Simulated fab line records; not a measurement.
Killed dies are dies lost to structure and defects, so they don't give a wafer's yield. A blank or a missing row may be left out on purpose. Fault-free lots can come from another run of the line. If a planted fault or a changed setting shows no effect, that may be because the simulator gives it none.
What tool caused it?	flow berkeley cmos170	14 lots with 42 wafers sampled at 6 steps, on a route of 331 steps

## WHAT THE GAUGES READ, wafer by wafer
UCB170_WELLDRIVE_THK_MEAS_02. Usual: WELLDRIVE_OXIDE_THK gives 199 nm (standard deviation 3.8).
lot	measured	on	WELLDRIVE_OXIDE_THK (nm)	flag
L775	day 3 14:02	film metro-04	200 200 200	
L774	day 3 15:53	film metro-02	208 208 205	
L778	day 4 04:56	film metro-04	203 206 202	
L781	day 5 00:47	film metro-04	198 201 200	
L784	day 5 10:01	film metro-01	193 195 195	
L783	day 5 14:48	film metro-04	198 196 200	
L786	day 5 23:13	film metro-01	200 201 203	
L788	day 6 14:37	film metro-02	201 197 198	
L787	day 6 14:37	film metro-04	199 200 200	
L793	day 7 04:50	film metro-01	195 196 196	
L794	day 7 11:03	film metro-02	192 195 190	
L796	day 8 01:35	film metro-04	194 197 194	
L795	day 8 05:50	film metro-02	201 196 200	
L797	day 8 09:28	film metro-04	197 194 195	

UCB170_GATE_THK_MEAS_02. Usual: GATE_OXIDE_THK gives 6.61 nm (standard deviation 0.12).
lot	measured	on	GATE_OXIDE_THK (nm)	flag
L775	day 5 13:32	film metro-04	6.39 6.55 6.65	
L774	day 5 13:36	film metro-04	6.69 6.72 6.73	
L778	day 6 08:52	film metro-02	6.47 6.43 6.48	
L781	day 6 20:06	film metro-04	6.70 6.80 6.74	
L784	day 7 14:37	film metro-02	6.54 6.49 6.68	
L783	day 7 14:37	film metro-04	6.62 6.72 6.63	
L786	day 7 19:59	film metro-02	6.55 6.74 6.55	
L788	day 8 17:46	film metro-02	6.56 6.48 6.57	
L787	day 8 17:47	film metro-04	6.51 6.57 6.43	
L793	day 9 10:30	film metro-02	6.75 6.68 6.83	
L794	day 9 14:44	film metro-02	6.46 6.50 6.62	
L796	day 10 08:07	film metro-02	6.43 6.35 6.55	
L795	day 10 08:09	film metro-02	6.64 6.65 6.67	
L797	day 10 10:56	film metro-04	6.41 6.49 6.49	

UCB170_CONTACT_CD_MEAS_90: target cd 700 nm. Usual: cd nm at 700.0 nm, with a standard deviation of 1.4.
lot	measured	on	cd nm (nm)	flag
L775	day 6 17:02	cd sem-02	701.6 701.6 702.5	
L774	day 6 17:17	cd sem-02	703.9 702.5 702.7	
L778	day 7 14:02	cd sem-02	699.1 700.4 701.9	
L781	day 8 03:45	cd sem-02	700.2 702.4 702.3	
L784	day 8 22:23	cd sem-01	701.3 701.1 701.5	
L783	day 8 22:36	cd sem-01	698.5 698.3 698.8	
L786	day 8 22:43	cd sem-01	699.7 699.5 698.6	
L788	day 9 23:35	cd sem-02	- - -	OFF
L787	day 9 23:22	cd sem-02	- - -	OFF
L793	day 10 13:29	cd sem-01	699.9 699.5 700.7	
L794	day 10 21:21	cd sem-02	699.6 700.2 697.1	
L796	day 11 14:43	cd sem-02	699.0 696.7 698.8	
L795	day 11 17:00	cd sem-01	698.5 699.9 699.6	
L797	day 11 15:58	cd sem-01	699.8 701.2 699.2	

## WHICH TOOL RAN EACH LOT (tool, then ch and the chambers of the sampled wafers, then the start)
lot	UCB170_SDANNEAL_RTA_01	UCB170_CONTACT_ETCH_17	UCB170_CONTACT_ETCH_18
L775	rtp anneal-01 ch 0, day 6 11:17	rie diel-04 ch 0,1,3, day 6 16:46	rie diel-04 ch 0,1,3, day 6 17:02 or earlier
L774	rtp anneal-01 ch 0, day 6 11:47	rie diel-01 ch 0,1,2, day 6 17:01	rie diel-01 ch 0,1,2, day 6 17:17 or earlier
L778	rtp anneal-01 ch 0, day 7 08:59	rie diel-01 ch 0,1,2, day 7 13:46	rie diel-01 ch 0,1,2, day 7 14:02 or earlier
L781	rtp anneal-01 ch 0, day 7 22:37	rie diel-04 ch 0,1,2, day 8 03:29	rie diel-04 ch 0,1,2, day 8 03:45 or earlier
L784	rtp anneal-02 ch 0, day 8 14:26	rie diel-04 ch 1,3, day 8 22:05	rie diel-04 ch 1,3, day 8 22:23 or earlier
L783	rtp anneal-01 ch 0, day 8 14:46	rie diel-02 ch 0,2,3, day 8 22:17	rie diel-02 ch 0,2,3, day 8 22:36 or earlier
L786	rtp anneal-01 ch 0, day 8 15:43	rie diel-01 ch 0,2,3, day 8 22:22	rie diel-01 ch 0,2,3, day 8 22:43 or earlier
L788	rtp anneal-01 ch 0, day 9 17:45	rie diel-04 ch 0,1,2, day 9 23:07	rie diel-04 ch 0,1,2, day 9 23:35 or earlier
L787	rtp anneal-02 ch 0, day 9 17:20	rie diel-02 ch 0,1,2, day 9 22:52	rie diel-02 ch 0,1,2, day 9 23:22 or earlier
L793	rtp anneal-01 ch 0, day 10 07:38	rie diel-02 ch 1,2, day 10 13:11	rie diel-02 ch 1,2, day 10 13:29 or earlier
L794	rtp anneal-01 ch 0, day 10 15:54	rie diel-04 ch 0,2,3, day 10 21:04	rie diel-04 ch 0,2,3, day 10 21:21 or earlier
L796	rtp anneal-01 ch 0, day 11 09:28	rie diel-02 ch 1,2,3, day 11 14:23	rie diel-02 ch 1,2,3, day 11 14:43 or earlier
L795	rtp anneal-02 ch 0, day 11 09:33	rie diel-02 ch 1,2, day 11 16:44	rie diel-02 ch 1,2, day 11 17:00 or earlier
L797	rtp anneal-02 ch 0, day 11 09:26	rie diel-01 ch 2,3, day 11 15:43	rie diel-01 ch 2,3, day 11 15:58 or earlier
- UCB170_SDANNEAL_RTA_01: time 5 s.
- UCB170_CONTACT_ETCH_17: etches BARC in N2/H2.
- UCB170_CONTACT_ETCH_18: etches PSG in CHF3/CF4/Ar, stops on TiSi2, target depth 840 nm, time 195 s.

## AS READ BY THE TOOLS THEMSELVES (means over the sampled wafers that have a number; for cases with no such wafer, the mark the record gives instead)
UCB170_SDANNEAL_RTA_01. Usual: lamp power pct 40.3 %, standard deviation 2.8; wafer_temp_C_max 1053.6, standard deviation 0.76.
lot	tool	lamp power pct (%)	wafer_temp_C_max	flag
L775	rtp anneal-01	42.7	1053.3	
L774	rtp anneal-01	42.7	1053.4	
L778	rtp anneal-01	42.6	1053.8	
L781	rtp anneal-01	42.7	1053.6	
L784	rtp anneal-02	36.9	1054.0	
L783	rtp anneal-01	42.7	1054.4	
L786	rtp anneal-01	42.7	1053.4	
L788	rtp anneal-01	42.7	1054.2	
L787	rtp anneal-02	36.9	1053.1	
L793	rtp anneal-01	42.7	1053.5	
L794	rtp anneal-01	42.7	1053.4	
L796	rtp anneal-01	42.7	1053.4	
L795	rtp anneal-02	36.9	1053.3	
L797	rtp anneal-02	36.9	1054.1	

UCB170_CONTACT_ETCH_17. Usual: bias w 99.98 W, standard deviation 0.3; chamber pressure mTorr 30.001 mTorr, standard deviation 0.029; drypump motor current A 5.8 A, standard deviation 0.43; oes product au 1.007 a.u., standard deviation 0.015; throttle valve pct 13.36 %, standard deviation 0.16.
lot	tool	bias w (W)	chamber pressure mTorr (mTorr)	drypump motor current A (A)	oes product au (a.u.)	throttle valve pct (%)	flag
L775	rie diel-04	100.09	29.983	5.8	0.986	13.24	
L774	rie diel-01	99.76	29.994	5.8	1.020	13.47	
L778	rie diel-01	99.94	29.978	5.8	1.020	13.46	
L781	rie diel-04	100.07	30.004	5.7	0.999	13.33	
L784	rie diel-04	99.58	29.997	5.9	0.997	13.33	
L783	rie diel-02	99.81	29.995	6.1	1.013	13.41	
L786	rie diel-01	100.01	29.985	6.1	1.004	13.39	
L788	rie diel-04	-	-	-	-	-	OFF
L787	rie diel-02	-	-	-	-	-	OFF
L793	rie diel-02	99.83	30.049	5.4	1.001	13.41	
L794	rie diel-04	100.02	30.020	5.5	1.007	13.28	
L796	rie diel-02	99.95	30.012	5.7	1.006	13.45	
L795	rie diel-02	99.59	29.980	5.7	1.005	13.53	
L797	rie diel-01	100.22	30.018	6.3	0.997	13.48	

UCB170_CONTACT_ETCH_18. Usual: CHF3_flow_sccm 45.01 sccm, standard deviation 0.14; cf4 flow sccm 15.00 sccm, standard deviation 0.042; drypump motor current A 5.8 A, standard deviation 0.43; oes product au 0.903 a.u., standard deviation 0.015; throttle valve pct 6.97 %, standard deviation 0.11.
lot	tool	CHF3_flow_sccm (sccm)	cf4 flow sccm (sccm)	drypump motor current A (A)	oes product au (a.u.)	throttle valve pct (%)	flag
L775	rie diel-04	45.04	15.02	5.8	0.885	6.88	
L774	rie diel-01	45.05	15.03	5.8	0.912	7.06	
L778	rie diel-01	45.06	15.01	5.8	0.914	7.06	
L781	rie diel-04	45.09	15.05	5.7	0.889	6.96	
L784	rie diel-04	45.05	15.02	5.9	0.894	6.94	
L783	rie diel-02	45.01	14.96	6.0	0.906	7.00	
L786	rie diel-01	44.93	15.01	6.1	0.900	6.97	
L788	rie diel-04	45.10	15.01	5.8	0.377	6.96	OFF
L787	rie diel-02	44.96	14.99	5.7	0.381	6.97	OFF
L793	rie diel-02	45.00	14.98	5.3	0.909	6.98	
L794	rie diel-04	45.05	15.03	5.5	0.904	6.90	
L796	rie diel-02	44.99	14.99	5.7	0.907	7.01	
L795	rie diel-02	44.93	15.00	5.6	0.914	7.04	
L797	rie diel-01	45.06	14.92	6.2	0.885	7.06	

## THE ANSWER, worked out from the rows above alone
Rule: a lot counts as off when the mean over its wafers that have a number is more than 3 standard deviations away from the usual mean. A lot without any number at a reading at which 4 lots or more have one is off too. Any other lot the step has rows for is counted as sound. The gauges are gone through in route order, then the tools' own readings, and for those a lot's mean is taken as printed above. The first step at which some lot is off is used, and at that step the reading that is off furthest; a lot without a number counts as furthest.
Off: L788, L787, at UCB170_CONTACT_CD_MEAS_90 (cd nm). Without a number there: L788, L787.
If a tool, at a process step before that reading, ran all the lots that are off and no sound lot after the first of them, it fits. The gauges at UCB170_CONTACT_CD_MEAS_90 aren't tried: what is off there is off at UCB170_CONTACT_ETCH_17 too, on other tools, and a gauge's error can't cause that. Because UCB170_CONTACT_ETCH_18 lacks a start for some lots, the hours and order of its lots are taken from UCB170_CONTACT_CD_MEAS_90. None of those tried fits.

## WHAT HAD BEEN PUT IN BY THE SIMULATOR
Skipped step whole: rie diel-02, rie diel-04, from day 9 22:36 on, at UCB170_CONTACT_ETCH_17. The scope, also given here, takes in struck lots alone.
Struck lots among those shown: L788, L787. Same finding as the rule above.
